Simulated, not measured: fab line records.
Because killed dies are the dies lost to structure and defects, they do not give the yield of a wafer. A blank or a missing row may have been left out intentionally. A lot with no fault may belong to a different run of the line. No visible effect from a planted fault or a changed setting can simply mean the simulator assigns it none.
A single fault, viewed from 2 desks :: flow berkeley cmos170 :: numbers are kept per desk, each desk with only its own; the story behind them comes last

DESK OF THE TOOL OWNER: implanter-03
The tool's own readings at UCB170_NSD_IMPLANT_08, given as means over the sampled wafers that have a number, one for each lot that went through this tool. If a lot's mean is further than 4 standard deviations from the usual mean, the lot is out of limits and carries the mark OUT (the distance appears in the brackets).
Columns: A = beam on s at UCB170_NSD_IMPLANT_08, usual 9.99 s; B = end station pressure torr at UCB170_NSD_IMPLANT_08, usual 1.26e-05 Torr; C = faraday current uA at UCB170_NSD_IMPLANT_08, usual 9266
lot: L125
first seen here: day 8 00:04
A: 9.85
B: 1.29e-05
C: 9387

lot: L127
first seen here: day 8 11:30
A: 10.20
B: 1.26e-05
C: 9085

lot: L129
first seen here: day 8 15:56
A: 13.24 (+16) OUT
B: 9.80e-05 (+99 or more) OUT
C: 7268 (-11) OUT

lot: L130
first seen here: day 9 02:40
A: 13.50 (+18) OUT
B: 9.83e-05 (+99 or more) OUT
C: 7145 (-11) OUT
This desk's finding: out of limits on L129, L130; first on L129, day 8 15:56 (beam on s at UCB170_NSD_IMPLANT_08). Within limits: L125, L127.

THE METROLOGY DESK
What the gauges read for every lot (on any tool): the sampled wafers with a number, averaged. If a lot's mean is further than 4 standard deviations from the usual mean, the lot is out of limits and carries the mark OUT (the distance appears in the brackets).
Columns: A = GATE_OXIDE_THK at UCB170_GATE_THK_MEAS_02, usual 6.64 nm; B = NSD_TW at UCB170_NSD_TW_MEAS_10, usual 4179; C = NSD_RS at UCB170_SDANNEAL_RS_MEAS_03, usual 37.27 ohm/sq; D = M2_OVL at UCB170_M2_OVL_MEAS_16, usual 1 nm
lot: L122
first seen here: day 6 08:44
A: 6.63
B: 4179
C: 37.21
D: -2

lot: L123
first seen here: day 6 13:09
A: 6.69
B: 4183
C: 37.24
D: 2

lot: L124
first seen here: day 6 13:10
A: 6.71
B: 4199
C: 37.32
D: 0

lot: L125
first seen here: day 7 01:11
A: 6.76
B: 4199
C: 37.37
D: 5

lot: L128
first seen here: day 7 11:36
A: 6.67
B: 4175
C: 37.19
D: 1

lot: L127
first seen here: day 7 11:38
A: 6.49
B: 4170
C: 37.26
D: 4

lot: L129
first seen here: day 7 20:45
A: 6.61
B: 4263
C: 33.05 (-50) OUT
D: -

lot: L130
first seen here: day 8 05:19
A: 6.63
B: 4254
C: 33.02 (-50) OUT
D: -

lot: L137
first seen here: day 9 10:26
A: 6.71
B: 4219
C: 37.42
D: -9

lot: L138
first seen here: day 10 00:16
A: 6.65
B: 4147
C: 37.18
D: 3

lot: L140
first seen here: day 10 00:16
A: 6.43
B: 4200
C: 37.42
D: -0

lot: L141
first seen here: day 10 13:30
A: 6.75
B: 4215
C: 37.21
D: 1

lot: L143
first seen here: day 10 13:30
A: 6.59
B: 4224
C: 37.27
D: 10

lot: L144
first seen here: day 10 19:31
A: 6.43
B: 4181
C: 37.20
D: -6
Finding of this desk: L129, L130 out of limits, first seen on L129 at day 8 17:31 (NSD_RS at UCB170_SDANNEAL_RS_MEAS_03). Within limits: L122, L123, L124, L125, L128, L127, L137, L138, L140, L141, L143, L144.

BROUGHT TOGETHER
On L129, L130, at day 8 15:56, an alarm was possible from the tool owner's desk.
An alarm was possible from the metrology desk at day 8 17:31, on L129, L130.
All the named lots went through UCB170_NSD_IMPLANT_08 on implanter-03.

WHAT WAS PUT IN BY THE SIMULATOR
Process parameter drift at UCB170_NSD_IMPLANT_08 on implanter-03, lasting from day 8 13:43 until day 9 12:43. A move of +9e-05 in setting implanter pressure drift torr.
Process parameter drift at UCB170_NSD_IMPLANT_08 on implanter-03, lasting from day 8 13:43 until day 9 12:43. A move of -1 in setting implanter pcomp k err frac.
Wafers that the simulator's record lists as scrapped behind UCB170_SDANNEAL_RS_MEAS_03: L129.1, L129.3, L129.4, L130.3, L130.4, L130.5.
Lots struck among those shown: L129, L130.
Fault start to first reading out of limits, in hours, per desk: tool owner, 2; metrology, 4.
